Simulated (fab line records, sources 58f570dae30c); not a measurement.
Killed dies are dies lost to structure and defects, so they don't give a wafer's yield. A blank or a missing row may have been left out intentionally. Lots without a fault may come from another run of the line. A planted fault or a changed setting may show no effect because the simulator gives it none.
8D (eight disciplines) problem report, filled in by code | flow berkeley_cmos170 | the parts of the form that need people (team, actions taken, sign-off) are left out

== 1. THE ISSUE ==
Wafers free of any fault read 504 (standard deviation 4.7) for PVT_TW at UCB170_PVT_TW_MEAS_09, against a mean of 466 on 6 wafers of 2 lots. Measured from the usual mean, that is -8.1 standard deviations.
Seen first at day 9 15:48 on film_metro-02, wafer L180.1. Wafers with a number at this step in the record: 42, from 14 lots. Rule for "out", or "out of limits": more than 4 standard deviations from the usual mean. All remaining wafers that have a number are taken as sound.

== 2. WHAT THIS IS AND IS NOT ==
question                    | is                           | is not
which readings at this step | PVT_TW                       | -
which lots                  | L180, L183                   | L164, L165, L166, L167, L169, L171, L172, L173, L174, L177, L179, L182
which wafers of those lots  | all that have a number       | -
read on which gauges        | film_metro-02, film_metro-04 | film_metro-03
when                        | from day 9 15:48             | up to then (36 sound wafers)

== 3. SUSPECTS, AND WHAT RULES EACH OUT ==
Counting: a tool stays on the suspect list if, at a process step up to the reading, it processed all lots that are out and no sound lot following the first of them.
- ruled out: the gauge at UCB170_PVT_TW_MEAS_09. Those wafers that are out were read across 2 gauges (film_metro-02, film_metro-04).
- implanter-01 at UCB170_PVT_IMPLANT_07: kept. Every lot that is out went through it, starting with L180 (day 9 15:33), and after that it ran no sound lot; the last sound lot it ran before then is L182 (day 9 14:41). On those wafers its own readings are out: beam_on_s, faraday_current_uA.
The count leaves implanter-01 at UCB170_PVT_IMPLANT_07.

== 4. THE CAUSE (what the simulator had put in) ==
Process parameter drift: implanter-01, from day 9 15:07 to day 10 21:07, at UCB170_PVT_IMPLANT_07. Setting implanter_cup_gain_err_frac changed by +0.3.
Counting left only this tool.

== 5. THE EFFECT CHAIN, in route order ==
Each row: a reading where the mean over the struck wafers with a number is more than 3 standard deviations away from the usual. Only readings whose record carries a usual standard deviation are examined. hours: median over the lots of the time between each lot's start at the first step of this table that gives one and its start at this step. sigmas: the change, counted in usual standard deviations.
hours | step                  | reading            | usual   | on struck wafers | change | sigmas
0     | UCB170_PVT_IMPLANT_07 | beam_on_s          | 10.01 s | 7.65             | -2.36  | -12
0     | UCB170_PVT_IMPLANT_07 | faraday_current_uA | 6.34    | 8.30             | +1.96  | +16
0     | UCB170_PVT_TW_MEAS_09 | PVT_TW             | 504     | 466              | -38    | -8.1
Here are the process steps it includes:
- UCB170_PVT_IMPLANT_07

== 6. HOW IT WOULD HAVE BEEN CAUGHT EARLIER ==
In this record the first reading out of limits at a measuring or inspecting step was taken at day 9 15:48, 1 hour after the fault began at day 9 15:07.
At UCB170_PVT_IMPLANT_07, the tool's own readings (beam_on_s, faraday_current_uA) were out on each struck wafer the step has a row for, so an alarm limit on them would have fired on the first such wafer.
Lots out: 2; of these, L183 started UCB170_PVT_IMPLANT_07 on implanter-01 after day 9 15:48. A tool hold placed at that time would have kept it from harm.
